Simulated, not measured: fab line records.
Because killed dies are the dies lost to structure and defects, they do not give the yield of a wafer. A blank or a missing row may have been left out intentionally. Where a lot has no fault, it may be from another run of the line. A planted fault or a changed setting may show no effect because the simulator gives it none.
fab line records / flow rit_cmos
[record] lots = 14 wafers = 42 last_day = 7
route steps=202 shown PRETRO@72 NLDD@113 SDANNEAL@156 SILICIDE@167 M1@202
lots that met no fault: taken from a fault-free run of the same line
start_h: the number of hours between the record's first day and the start of the first shown wafer of the lot / wait_h: hours since the lot's step before / " as in the row above / L1.1+2: one row covering several wafers at once / - no value present, or no start provided / * or withheld: withheld / < > ~ a bound
route shown NAME@n: names a module that has steps shown in the file, with the first one's number in the route / usual: the fault-free wafers' mean and standard deviation / same: alike in all rows / chamber/n: place in a boat / sites: the reading at each site / _std_site: their standard deviation / _edge_site: mean of outer sites minus mean of inner sites / radius_mm: for every site, how far away it sits from the centre of the wafer / mask NAME#n: copy n / behind: the last tool/chamber to shape the wafer / hold: why the lot went on hold/how many hours it stayed there/how the hold came to an end / device: names the non-switching transistor (n, p or np) / end of line: tests of these same wafers at the route's end / a step with no rows: only its recipe / killed: dies that structure and defects cost at the first sort, which is not the same as the wafer's yield / map: dies across one wafer; x = killed, . = not, _ = none there
set.NAME: the setting that was run; set.NAME@STEP: the one run at that earlier step / model.NAME: the simulator's own value behind a step, which no gauge read
one table for each step of the route and one row for each wafer, over a sample of lots
services: the hour from which a tool's chamber was out of use, counted from the record's first day as start_h (under 0 if before that day), plus the number of hours and why
[[steps]]
[step RIT_PRETRO_IMPLANT_08]
[recipe] species = B energy_kev = 45 dose_cm2 = 1.2e+13 tilt_deg = 7
lot.wafer=L974.3+5+6 tool=implanter-03 chamber=0 start_h=42.15 wait_h=0.2
lot.wafer=L977.2+3+6 tool=implanter-04 chamber=0 start_h=62.31 wait_h=0.2
lot.wafer=L978.2+3+4 tool=implanter-01 chamber=0 start_h=65.53 wait_h=0.2
lot.wafer=L979.2+3+6 tool=implanter-03 chamber=0 start_h=71.21 wait_h=0.2
lot.wafer=L980.1+4+5 tool=implanter-01 chamber=0 start_h=79.75 wait_h=0.2
lot.wafer=L981.3+5+6 tool=implanter-04 chamber=0 start_h=84.62 wait_h=0.2
lot.wafer=L982.1+4+6 tool=implanter-01 chamber=0 start_h=87.48 wait_h=0.2
lot.wafer=L983.3+5+6 tool=implanter-03 chamber=0 start_h=92.91 wait_h=0.2
lot.wafer=L984.3+4+6 tool=implanter-01 chamber=0 start_h=93.44 wait_h=0.2
lot.wafer=L984.3+4+6 tool=implanter-01 chamber=0 start_h=93.76 wait_h=0.3
lot.wafer=L985.1+2+3 tool=implanter-03 chamber=0 start_h=101.35 wait_h=0.2
lot.wafer=L986.1+5+6 tool=implanter-01 chamber=0 start_h=104.74 wait_h=0.2
lot.wafer=L990.4+5+6 tool=implanter-04 chamber=0 start_h=125.53 wait_h=0.2
lot.wafer=L991.3+4+6 tool=implanter-03 chamber=0 start_h=127.62 wait_h=0.2
lot.wafer=L991.3+4+6 tool=implanter-03 chamber=0 start_h=127.94 wait_h=0.3
lot.wafer=L993.1+2+3 tool=implanter-01 chamber=0 start_h=138.86 wait_h=0.2
[step RIT_PRETRO_TW_MEAS_10]
[usual] PRETRO_TW = 472/4
lot.wafer=L974.3 tool=film_metro-02 chamber=- start_h=42.44 wait_h=0.1 PRETRO_TW=473
lot.wafer=L974.5 tool=film_metro-02 chamber=- start_h=42.44 wait_h=0.1 PRETRO_TW=471
lot.wafer=L974.6 tool=film_metro-02 chamber=- start_h=42.44 wait_h=0.1 PRETRO_TW=473
lot.wafer=L977.2 tool=film_metro-03 chamber=- start_h=62.62 wait_h=0.1 PRETRO_TW=476
lot.wafer=L977.3 tool=film_metro-03 chamber=- start_h=62.62 wait_h=0.1 PRETRO_TW=475
lot.wafer=L977.6 tool=film_metro-03 chamber=- start_h=62.62 wait_h=0.1 PRETRO_TW=478
lot.wafer=L978.2 tool=film_metro-01 chamber=- start_h=65.84 wait_h=0.1 PRETRO_TW=467
lot.wafer=L978.3 tool=film_metro-01 chamber=- start_h=65.84 wait_h=0.1 PRETRO_TW=466
lot.wafer=L978.4 tool=film_metro-01 chamber=- start_h=65.84 wait_h=0.1 PRETRO_TW=465
lot.wafer=L979.2 tool=film_metro-01 chamber=- start_h=71.52 wait_h=0.1 PRETRO_TW=467
lot.wafer=L979.3 tool=film_metro-01 chamber=- start_h=71.52 wait_h=0.1 PRETRO_TW=469
lot.wafer=L979.6 tool=film_metro-01 chamber=- start_h=71.52 wait_h=0.1 PRETRO_TW=467
lot.wafer=L980.1 tool=film_metro-01 chamber=- start_h=80.08 wait_h=0.1 PRETRO_TW=466
lot.wafer=L980.4 tool=film_metro-01 chamber=- start_h=80.08 wait_h=0.1 PRETRO_TW=468
lot.wafer=L980.5 tool=film_metro-01 chamber=- start_h=80.08 wait_h=0.1 PRETRO_TW=464
lot.wafer=L981.3 tool=film_metro-02 chamber=- start_h=84.92 wait_h=0.1 PRETRO_TW=475
lot.wafer=L981.5 tool=film_metro-02 chamber=- start_h=84.92 wait_h=0.1 PRETRO_TW=475
lot.wafer=L981.6 tool=film_metro-02 chamber=- start_h=84.92 wait_h=0.1 PRETRO_TW=475
lot.wafer=L982.1 tool=film_metro-01 chamber=- start_h=87.80 wait_h=0.1 PRETRO_TW=466
lot.wafer=L982.4 tool=film_metro-01 chamber=- start_h=87.80 wait_h=0.1 PRETRO_TW=467
lot.wafer=L982.6 tool=film_metro-01 chamber=- start_h=87.80 wait_h=0.1 PRETRO_TW=469
lot.wafer=L983.3 tool=film_metro-01 chamber=- start_h=93.20 wait_h=0.1 PRETRO_TW=464
lot.wafer=L983.5 tool=film_metro-01 chamber=- start_h=93.20 wait_h=0.1 PRETRO_TW=469
lot.wafer=L983.6 tool=film_metro-01 chamber=- start_h=93.20 wait_h=0.1 PRETRO_TW=468
lot.wafer=L984.3 tool=film_metro-02 chamber=- start_h=94.06 wait_h=0.1 PRETRO_TW=591
lot.wafer=L984.4 tool=film_metro-02 chamber=- start_h=94.06 wait_h=0.1 PRETRO_TW=592
lot.wafer=L984.6 tool=film_metro-02 chamber=- start_h=94.06 wait_h=0.1 PRETRO_TW=583
lot.wafer=L985.1 tool=film_metro-01 chamber=- start_h=101.69 wait_h=0.1 PRETRO_TW=472
lot.wafer=L985.2 tool=film_metro-01 chamber=- start_h=101.69 wait_h=0.1 PRETRO_TW=471
lot.wafer=L985.3 tool=film_metro-01 chamber=- start_h=101.69 wait_h=0.1 PRETRO_TW=472
lot.wafer=L986.1 tool=film_metro-03 chamber=- start_h=105.12 wait_h=0.2 PRETRO_TW=476
lot.wafer=L986.5 tool=film_metro-03 chamber=- start_h=105.12 wait_h=0.2 PRETRO_TW=475
lot.wafer=L986.6 tool=film_metro-03 chamber=- start_h=105.12 wait_h=0.2 PRETRO_TW=474
lot.wafer=L990.4 tool=film_metro-01 chamber=- start_h=125.81 wait_h=0.1 PRETRO_TW=465
lot.wafer=L990.5 tool=film_metro-01 chamber=- start_h=125.81 wait_h=0.1 PRETRO_TW=469
lot.wafer=L990.6 tool=film_metro-01 chamber=- start_h=125.81 wait_h=0.1 PRETRO_TW=468
lot.wafer=L991.3 tool=film_metro-02 chamber=- start_h=128.23 wait_h=0.1 PRETRO_TW=591
lot.wafer=L991.4 tool=film_metro-02 chamber=- start_h=128.23 wait_h=0.1 PRETRO_TW=589
lot.wafer=L991.6 tool=film_metro-02 chamber=- start_h=128.23 wait_h=0.1 PRETRO_TW=587
lot.wafer=L993.1 tool=film_metro-01 chamber=- start_h=139.18 wait_h=0.1 PRETRO_TW=469
lot.wafer=L993.2 tool=film_metro-01 chamber=- start_h=139.18 wait_h=0.1 PRETRO_TW=470
lot.wafer=L993.3 tool=film_metro-01 chamber=- start_h=139.18 wait_h=0.1 PRETRO_TW=468
[step RIT_NLDD_TW_MEAS_10]
[usual] NLDD_TW = 2486/9.9
lot.wafer=L974.3 tool=film_metro-02 chamber=- start_h=53.30 wait_h=0.1 NLDD_TW=2491
lot.wafer=L974.5 tool=film_metro-02 chamber=- start_h=53.30 wait_h=0.1 NLDD_TW=2485
lot.wafer=L974.6 tool=film_metro-02 chamber=- start_h=53.30 wait_h=0.1 NLDD_TW=2468
lot.wafer=L978.2 tool=film_metro-04 chamber=- start_h=78.41 wait_h=0.1 NLDD_TW=2496
lot.wafer=L978.3 tool=film_metro-04 chamber=- start_h=78.41 wait_h=0.1 NLDD_TW=2500
lot.wafer=L978.4 tool=film_metro-04 chamber=- start_h=78.41 wait_h=0.1 NLDD_TW=2506
lot.wafer=L977.2 tool=film_metro-02 chamber=- start_h=78.56 wait_h=0.1 NLDD_TW=2490
lot.wafer=L977.3 tool=film_metro-02 chamber=- start_h=78.56 wait_h=0.1 NLDD_TW=2499
lot.wafer=L977.6 tool=film_metro-02 chamber=- start_h=78.56 wait_h=0.1 NLDD_TW=2484
lot.wafer=L979.2 tool=film_metro-03 chamber=- start_h=86.03 wait_h=0.1 NLDD_TW=2495
lot.wafer=L979.3 tool=film_metro-03 chamber=- start_h=86.03 wait_h=0.1 NLDD_TW=2500
lot.wafer=L979.6 tool=film_metro-03 chamber=- start_h=86.03 wait_h=0.1 NLDD_TW=2501
lot.wafer=L980.1 tool=film_metro-02 chamber=- start_h=93.65 wait_h=0.1 NLDD_TW=2489
lot.wafer=L980.4 tool=film_metro-02 chamber=- start_h=93.65 wait_h=0.1 NLDD_TW=2480
lot.wafer=L980.5 tool=film_metro-02 chamber=- start_h=93.65 wait_h=0.1 NLDD_TW=2462
lot.wafer=L981.3 tool=film_metro-03 chamber=- start_h=96.43 wait_h=0.1 NLDD_TW=2487
lot.wafer=L981.5 tool=film_metro-03 chamber=- start_h=96.43 wait_h=0.1 NLDD_TW=2493
lot.wafer=L981.6 tool=film_metro-03 chamber=- start_h=96.43 wait_h=0.1 NLDD_TW=2487
lot.wafer=L982.1 tool=film_metro-04 chamber=- start_h=99.80 wait_h=0.1 NLDD_TW=2475
lot.wafer=L982.4 tool=film_metro-04 chamber=- start_h=99.80 wait_h=0.1 NLDD_TW=2478
lot.wafer=L982.6 tool=film_metro-04 chamber=- start_h=99.80 wait_h=0.1 NLDD_TW=2477
lot.wafer=L983.3 tool=film_metro-04 chamber=- start_h=107.82 wait_h=0.1 NLDD_TW=2473
lot.wafer=L983.5 tool=film_metro-04 chamber=- start_h=107.82 wait_h=0.1 NLDD_TW=2480
lot.wafer=L983.6 tool=film_metro-04 chamber=- start_h=107.82 wait_h=0.1 NLDD_TW=2472
lot.wafer=L984.3 tool=film_metro-04 chamber=- start_h=109.16 wait_h=0.1 NLDD_TW=2479
lot.wafer=L984.4 tool=film_metro-04 chamber=- start_h=109.16 wait_h=0.1 NLDD_TW=2475
lot.wafer=L984.6 tool=film_metro-04 chamber=- start_h=109.16 wait_h=0.1 NLDD_TW=2472
lot.wafer=L985.1 tool=film_metro-02 chamber=- start_h=112.10 wait_h=0.1 NLDD_TW=2481
lot.wafer=L985.2 tool=film_metro-02 chamber=- start_h=112.10 wait_h=0.1 NLDD_TW=2494
lot.wafer=L985.3 tool=film_metro-02 chamber=- start_h=112.10 wait_h=0.1 NLDD_TW=2490
lot.wafer=L986.1 tool=film_metro-03 chamber=- start_h=117.17 wait_h=0.1 NLDD_TW=2479
lot.wafer=L986.5 tool=film_metro-03 chamber=- start_h=117.17 wait_h=0.1 NLDD_TW=2492
lot.wafer=L986.6 tool=film_metro-03 chamber=- start_h=117.17 wait_h=0.1 NLDD_TW=2487
lot.wafer=L990.4 tool=film_metro-03 chamber=- start_h=136.31 wait_h=0.1 NLDD_TW=2485
lot.wafer=L990.5 tool=film_metro-03 chamber=- start_h=136.31 wait_h=0.1 NLDD_TW=2494
lot.wafer=L990.6 tool=film_metro-03 chamber=- start_h=136.31 wait_h=0.1 NLDD_TW=2486
lot.wafer=L991.3 tool=film_metro-03 chamber=- start_h=143.41 wait_h=0.1 NLDD_TW=2478
lot.wafer=L991.4 tool=film_metro-03 chamber=- start_h=143.41 wait_h=0.1 NLDD_TW=2483
lot.wafer=L991.6 tool=film_metro-03 chamber=- start_h=143.41 wait_h=0.1 NLDD_TW=2500
lot.wafer=L993.1 tool=film_metro-02 chamber=- start_h=155.81 wait_h=0.1 NLDD_TW=2492
lot.wafer=L993.2 tool=film_metro-02 chamber=- start_h=155.81 wait_h=0.1 NLDD_TW=2483
lot.wafer=L993.3 tool=film_metro-02 chamber=- start_h=155.81 wait_h=0.1 NLDD_TW=2484
[step RIT_SDANNEAL_RTA_03]
[recipe] temp_c = 1050 time_s = 5 idle_temp_c = 600 ramp_up_c_per_s = 342 ramp_down_c_per_s = 171 cool_to_c = 600 ambient = N2
[usual] wafer_temp_C_max = 1053.5/1.2
lot.wafer=L974.3 tool=rtp_anneal-02 chamber=0 start_h=61.29 wait_h=0.0 wafer_temp_C_max=1053.8
lot.wafer=L974.5 tool=rtp_anneal-02 chamber=0 start_h=61.29 wait_h=0.0 wafer_temp_C_max=1053.7
lot.wafer=L974.6 tool=rtp_anneal-02 chamber=0 start_h=61.29 wait_h=0.0 wafer_temp_C_max=1052.9
lot.wafer=L978.2 tool=rtp_anneal-01 chamber=0 start_h=86.01 wait_h=0.0 wafer_temp_C_max=1051.8
lot.wafer=L978.3 tool=rtp_anneal-01 chamber=0 start_h=86.01 wait_h=0.0 wafer_temp_C_max=1053.1
lot.wafer=L978.4 tool=rtp_anneal-01 chamber=0 start_h=86.01 wait_h=0.0 wafer_temp_C_max=1053.8
lot.wafer=L977.2 tool=rtp_anneal-02 chamber=0 start_h=86.25 wait_h=0.0 wafer_temp_C_max=1054.5
lot.wafer=L977.3 tool=rtp_anneal-02 chamber=0 start_h=86.25 wait_h=0.0 wafer_temp_C_max=1053.4
lot.wafer=L977.6 tool=rtp_anneal-02 chamber=0 start_h=86.25 wait_h=0.0 wafer_temp_C_max=1053.6
lot.wafer=L979.2 tool=rtp_anneal-01 chamber=0 start_h=93.75 wait_h=0.0 wafer_temp_C_max=1054.0
lot.wafer=L979.3 tool=rtp_anneal-01 chamber=0 start_h=93.75 wait_h=0.0 wafer_temp_C_max=1053.0
lot.wafer=L979.6 tool=rtp_anneal-01 chamber=0 start_h=93.75 wait_h=0.0 wafer_temp_C_max=1052.0
lot.wafer=L980.1 tool=rtp_anneal-02 chamber=0 start_h=101.12 wait_h=0.0 wafer_temp_C_max=1052.4
lot.wafer=L980.4 tool=rtp_anneal-02 chamber=0 start_h=101.12 wait_h=0.0 wafer_temp_C_max=1052.1
lot.wafer=L980.5 tool=rtp_anneal-02 chamber=0 start_h=101.12 wait_h=0.0 wafer_temp_C_max=1053.2
lot.wafer=L981.3 tool=rtp_anneal-01 chamber=0 start_h=103.91 wait_h=0.0 wafer_temp_C_max=1055.3
lot.wafer=L981.5 tool=rtp_anneal-01 chamber=0 start_h=103.91 wait_h=0.0 wafer_temp_C_max=1054.3
lot.wafer=L981.6 tool=rtp_anneal-01 chamber=0 start_h=103.91 wait_h=0.0 wafer_temp_C_max=1052.7
lot.wafer=L982.1 tool=rtp_anneal-02 chamber=0 start_h=107.60 wait_h=0.0 wafer_temp_C_max=1053.0
lot.wafer=L982.4 tool=rtp_anneal-02 chamber=0 start_h=107.60 wait_h=0.0 wafer_temp_C_max=1054.2
lot.wafer=L982.6 tool=rtp_anneal-02 chamber=0 start_h=107.60 wait_h=0.0 wafer_temp_C_max=1057.4
lot.wafer=L983.3 tool=rtp_anneal-01 chamber=0 start_h=115.28 wait_h=0.0 wafer_temp_C_max=1053.8
lot.wafer=L983.5 tool=rtp_anneal-01 chamber=0 start_h=115.28 wait_h=0.0 wafer_temp_C_max=1054.1
lot.wafer=L983.6 tool=rtp_anneal-01 chamber=0 start_h=115.28 wait_h=0.0 wafer_temp_C_max=1051.8
lot.wafer=L984.3 tool=rtp_anneal-02 chamber=0 start_h=117.33 wait_h=0.0 wafer_temp_C_max=1053.8
lot.wafer=L984.4 tool=rtp_anneal-02 chamber=0 start_h=117.33 wait_h=0.0 wafer_temp_C_max=1054.6
lot.wafer=L984.6 tool=rtp_anneal-02 chamber=0 start_h=117.33 wait_h=0.0 wafer_temp_C_max=1053.3
lot.wafer=L985.1 tool=rtp_anneal-01 chamber=0 start_h=120.68 wait_h=0.0 wafer_temp_C_max=1054.3
lot.wafer=L985.2 tool=rtp_anneal-01 chamber=0 start_h=120.68 wait_h=0.0 wafer_temp_C_max=1053.3
lot.wafer=L985.3 tool=rtp_anneal-01 chamber=0 start_h=120.68 wait_h=0.0 wafer_temp_C_max=1052.6
lot.wafer=L986.1 tool=rtp_anneal-02 chamber=0 start_h=125.02 wait_h=0.0 wafer_temp_C_max=1054.3
lot.wafer=L986.5 tool=rtp_anneal-02 chamber=0 start_h=125.02 wait_h=0.0 wafer_temp_C_max=1054.5
lot.wafer=L986.6 tool=rtp_anneal-02 chamber=0 start_h=125.02 wait_h=0.0 wafer_temp_C_max=1050.7
lot.wafer=L990.4 tool=rtp_anneal-02 chamber=0 start_h=144.57 wait_h=0.0 wafer_temp_C_max=1053.2
lot.wafer=L990.5 tool=rtp_anneal-02 chamber=0 start_h=144.57 wait_h=0.0 wafer_temp_C_max=1052.3
lot.wafer=L990.6 tool=rtp_anneal-02 chamber=0 start_h=144.57 wait_h=0.0 wafer_temp_C_max=1054.7
lot.wafer=L991.3 tool=rtp_anneal-01 chamber=0 start_h=150.81 wait_h=0.0 wafer_temp_C_max=1053.0
lot.wafer=L991.4 tool=rtp_anneal-01 chamber=0 start_h=150.81 wait_h=0.0 wafer_temp_C_max=1053.6
lot.wafer=L991.6 tool=rtp_anneal-01 chamber=0 start_h=150.81 wait_h=0.0 wafer_temp_C_max=1051.8
lot.wafer=L993.1 tool=rtp_anneal-01 chamber=0 start_h=163.37 wait_h=0.0 wafer_temp_C_max=1054.3
lot.wafer=L993.2 tool=rtp_anneal-01 chamber=0 start_h=163.37 wait_h=0.0 wafer_temp_C_max=1053.4
lot.wafer=L993.3 tool=rtp_anneal-01 chamber=0 start_h=163.37 wait_h=0.0 wafer_temp_C_max=1052.5
[step RIT_SILICIDE_RTA_06]
[recipe] temp_c = 750 time_s = 10 idle_temp_c = 25 ramp_up_s = 5 ramp_down_s = 10 cool_to_c = 25 ambient = N2
[usual] wafer_temp_C_max = 753.6/1.2
lot.wafer=L974.3 tool=rtp_anneal-02 chamber=0 start_h=62.28 wait_h=0.0 wafer_temp_C_max=754.1
lot.wafer=L974.5 tool=rtp_anneal-02 chamber=0 start_h=62.28 wait_h=0.0 wafer_temp_C_max=751.6
lot.wafer=L974.6 tool=rtp_anneal-02 chamber=0 start_h=62.28 wait_h=0.0 wafer_temp_C_max=751.5
lot.wafer=L978.2 tool=rtp_anneal-02 chamber=0 start_h=87.00 wait_h=0.0 wafer_temp_C_max=753.1
lot.wafer=L978.3 tool=rtp_anneal-02 chamber=0 start_h=87.00 wait_h=0.0 wafer_temp_C_max=753.8
lot.wafer=L978.4 tool=rtp_anneal-02 chamber=0 start_h=87.00 wait_h=0.0 wafer_temp_C_max=753.2
lot.wafer=L977.2 tool=rtp_anneal-02 chamber=0 start_h=87.24 wait_h=0.0 wafer_temp_C_max=752.3
lot.wafer=L977.3 tool=rtp_anneal-02 chamber=0 start_h=87.24 wait_h=0.0 wafer_temp_C_max=752.9
lot.wafer=L977.6 tool=rtp_anneal-02 chamber=0 start_h=87.24 wait_h=0.0 wafer_temp_C_max=752.7
lot.wafer=L979.2 tool=rtp_anneal-01 chamber=0 start_h=94.74 wait_h=0.0 wafer_temp_C_max=753.6
lot.wafer=L979.3 tool=rtp_anneal-01 chamber=0 start_h=94.74 wait_h=0.0 wafer_temp_C_max=754.5
lot.wafer=L979.6 tool=rtp_anneal-01 chamber=0 start_h=94.74 wait_h=0.0 wafer_temp_C_max=755.6
lot.wafer=L980.1 tool=rtp_anneal-02 chamber=0 start_h=102.22 wait_h=0.0 wafer_temp_C_max=753.0
lot.wafer=L980.4 tool=rtp_anneal-02 chamber=0 start_h=102.22 wait_h=0.0 wafer_temp_C_max=754.0
lot.wafer=L980.5 tool=rtp_anneal-02 chamber=0 start_h=102.22 wait_h=0.0 wafer_temp_C_max=752.2
lot.wafer=L981.3 tool=rtp_anneal-01 chamber=0 start_h=104.90 wait_h=0.0 wafer_temp_C_max=754.4
lot.wafer=L981.5 tool=rtp_anneal-01 chamber=0 start_h=104.90 wait_h=0.0 wafer_temp_C_max=755.3
lot.wafer=L981.6 tool=rtp_anneal-01 chamber=0 start_h=104.90 wait_h=0.0 wafer_temp_C_max=755.6
lot.wafer=L982.1 tool=rtp_anneal-02 chamber=0 start_h=108.59 wait_h=0.0 wafer_temp_C_max=752.2
lot.wafer=L982.4 tool=rtp_anneal-02 chamber=0 start_h=108.59 wait_h=0.0 wafer_temp_C_max=752.5
lot.wafer=L982.6 tool=rtp_anneal-02 chamber=0 start_h=108.59 wait_h=0.0 wafer_temp_C_max=752.5
lot.wafer=L983.3 tool=rtp_anneal-01 chamber=0 start_h=116.27 wait_h=0.0 wafer_temp_C_max=754.6
lot.wafer=L983.5 tool=rtp_anneal-01 chamber=0 start_h=116.27 wait_h=0.0 wafer_temp_C_max=755.6
lot.wafer=L983.6 tool=rtp_anneal-01 chamber=0 start_h=116.27 wait_h=0.0 wafer_temp_C_max=755.8
lot.wafer=L984.3 tool=rtp_anneal-02 chamber=0 start_h=118.32 wait_h=0.0 wafer_temp_C_max=753.1
lot.wafer=L984.4 tool=rtp_anneal-02 chamber=0 start_h=118.32 wait_h=0.0 wafer_temp_C_max=752.3
lot.wafer=L984.6 tool=rtp_anneal-02 chamber=0 start_h=118.32 wait_h=0.0 wafer_temp_C_max=752.7
lot.wafer=L985.1 tool=rtp_anneal-01 chamber=0 start_h=121.67 wait_h=0.0 wafer_temp_C_max=755.0
lot.wafer=L985.2 tool=rtp_anneal-01 chamber=0 start_h=121.67 wait_h=0.0 wafer_temp_C_max=754.9
lot.wafer=L985.3 tool=rtp_anneal-01 chamber=0 start_h=121.67 wait_h=0.0 wafer_temp_C_max=755.6
lot.wafer=L986.1 tool=rtp_anneal-02 chamber=0 start_h=126.01 wait_h=0.0 wafer_temp_C_max=753.0
lot.wafer=L986.5 tool=rtp_anneal-02 chamber=0 start_h=126.01 wait_h=0.0 wafer_temp_C_max=752.8
lot.wafer=L986.6 tool=rtp_anneal-02 chamber=0 start_h=126.01 wait_h=0.0 wafer_temp_C_max=751.8
lot.wafer=L990.4 tool=rtp_anneal-02 chamber=0 start_h=145.56 wait_h=0.0 wafer_temp_C_max=752.6
lot.wafer=L990.5 tool=rtp_anneal-02 chamber=0 start_h=145.56 wait_h=0.0 wafer_temp_C_max=752.8
lot.wafer=L990.6 tool=rtp_anneal-02 chamber=0 start_h=145.56 wait_h=0.0 wafer_temp_C_max=752.3
lot.wafer=L991.3 tool=rtp_anneal-01 chamber=0 start_h=151.80 wait_h=0.0 wafer_temp_C_max=754.0
lot.wafer=L991.4 tool=rtp_anneal-01 chamber=0 start_h=151.80 wait_h=0.0 wafer_temp_C_max=753.2
lot.wafer=L991.6 tool=rtp_anneal-01 chamber=0 start_h=151.80 wait_h=0.0 wafer_temp_C_max=756.8
lot.wafer=L993.1 tool=rtp_anneal-01 chamber=0 start_h=164.37 wait_h=0.0 wafer_temp_C_max=753.4
lot.wafer=L993.2 tool=rtp_anneal-01 chamber=0 start_h=164.37 wait_h=0.0 wafer_temp_C_max=754.2
lot.wafer=L993.3 tool=rtp_anneal-01 chamber=0 start_h=164.37 wait_h=0.0 wafer_temp_C_max=754.8
[step RIT_M1_PROBE_99]
[usual] killed_at_M0_to_M3 = 0.0/0.12 killed_at_contacts = 0.1/0.23 killed_at_front_end = 6/3.1 killed_dies = 6/3.1 killed_open = 3.2/1.9 killed_short = 3.2/2.1
[same] gross_dies = 264 killed_at_M4_up = 0 killed_at_back_side = 0 killed_at_other = 0
lot.wafer=L983.3 tool=prober-01 chamber=- start_h=123.03 wait_h=0.2 killed_at_M0_to_M3=0 killed_at_contacts=0 killed_at_front_end=4 killed_dies=4 killed_open=4 killed_short=0
lot.wafer=L983.5 tool=prober-01 chamber=- start_h=123.13 wait_h=0.2 killed_at_M0_to_M3=0 killed_at_contacts=0 killed_at_front_end=10 killed_dies=10 killed_open=5 killed_short=4
lot.wafer=L983.6 tool=prober-01 chamber=- start_h=123.18 wait_h=0.2 killed_at_M0_to_M3=0 killed_at_contacts=0 killed_at_front_end=5 killed_dies=5 killed_open=3 killed_short=2
lot.wafer=L984.3 tool=prober-02 chamber=- start_h=125.00 wait_h=0.2 killed_at_M0_to_M3=0 killed_at_contacts=0 killed_at_front_end=10 killed_dies=10 killed_open=4 killed_short=6
lot.wafer=L984.4 tool=prober-02 chamber=- start_h=125.05 wait_h=0.2 killed_at_M0_to_M3=0 killed_at_contacts=0 killed_at_front_end=6 killed_dies=6 killed_open=2 killed_short=4
lot.wafer=L984.6 tool=prober-02 chamber=- start_h=125.15 wait_h=0.2 killed_at_M0_to_M3=0 killed_at_contacts=0 killed_at_front_end=4 killed_dies=4 killed_open=3 killed_short=1
lot.wafer=L991.3 tool=prober-02 chamber=- start_h=159.44 wait_h=0.6 killed_at_M0_to_M3=0 killed_at_contacts=0 killed_at_front_end=11 killed_dies=11 killed_open=4 killed_short=7
lot.wafer=L991.4 tool=prober-02 chamber=- start_h=159.49 wait_h=0.6 killed_at_M0_to_M3=0 killed_at_contacts=0 killed_at_front_end=8 killed_dies=8 killed_open=1 killed_short=7
lot.wafer=L991.6 tool=prober-02 chamber=- start_h=159.59 wait_h=0.7 killed_at_M0_to_M3=0 killed_at_contacts=0 killed_at_front_end=13 killed_dies=13 killed_open=7 killed_short=6
// killed by level:class
L983.3 FOX1:geometric_particle:open=2 REOX:geometric_particle:open=2
L983.5 GATE:geometric_particle:open=3 ACTIVE:geometric_particle:short=1 FOX2:geometric_particle:open=1 FOX2:geometric_particle:short=1 GATE:geometric_particle:short=1 REOX:geometric_particle:open=1 REOX:geometric_particle:short=1 PLDD:coat_microbubble_printed=1
L983.6 GATE:geometric_particle:open=3 GATE:geometric_particle:short=1 REOX:geometric_particle:short=1
L984.3 GATE:geometric_particle:open=3 GATE:geometric_particle:short=3 FOX1:geometric_particle:short=1 SPACER:geometric_particle:open=1 SPACER:geometric_particle:short=1 SILICIDE:geometric_particle:short=1
L984.4 GATE:geometric_particle:short=2 REOX:geometric_particle:short=1 SPACER:geometric_particle:short=1 SPACER:geometric_particle:open=1 SILICIDE:geometric_particle:open=1
L984.6 FOX1:geometric_particle:open=1 REOX:geometric_particle:short=1 SPACER:geometric_particle:open=1 SILICIDE:geometric_particle:open=1
L991.3 GATE:geometric_particle:short=4 FOX1:geometric_particle:short=3 GATE:geometric_particle:open=3 FOX1:geometric_particle:open=1
L991.4 GATE:geometric_particle:short=4 REOX:geometric_particle:short=2 REOX:geometric_particle:open=1 SPACER:geometric_particle:short=1
L991.6 GATE:geometric_particle:open=5 FOX1:geometric_particle:short=3 GATE:geometric_particle:short=3 REOX:geometric_particle:open=2
[[services]]
tool=implanter-01 chamber=- start_h=50.30 hours=0.6 kind=repair
tool=implanter-03 chamber=- start_h=75.07 hours=5.0 kind=pm
tool=implanter-01 chamber=- start_h=94.74 hours=4.1 kind=pm
tool=implanter-04 chamber=- start_h=139.13 hours=3.6 kind=pm
[[key]]
[first_sign] step = RIT_PRETRO_IMPLANT_08 reading = visit direction = added
[effect] step = RIT_PRETRO_TW_MEAS_10 reading = PRETRO_TW direction = up sigmas = 29 usual = 472 struck = 589
met_at RIT_PRETRO_IMPLANT_08
struck_lots L984,L991
tester_left_out L984,L991
not_acting_at RIT_NLDD_TW_MEAS_10,RIT_SDANNEAL_RTA_03,RIT_SILICIDE_RTA_06
[fault] kind = repeated_step_whole tool = implanter-01,implanter-03,implanter-04 chamber = - onset_h = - steps = RIT_PRETRO_IMPLANT_08 times = 1 scope = struck_lots_only
// tester_left_out: of these lots the tester's yield and bins aren't shown, on N5 and GAA mostly nor the transistor test; their killed dies are dies lost to structure and defects alone, not to doping, threshold or leakage, so they don't give the yield
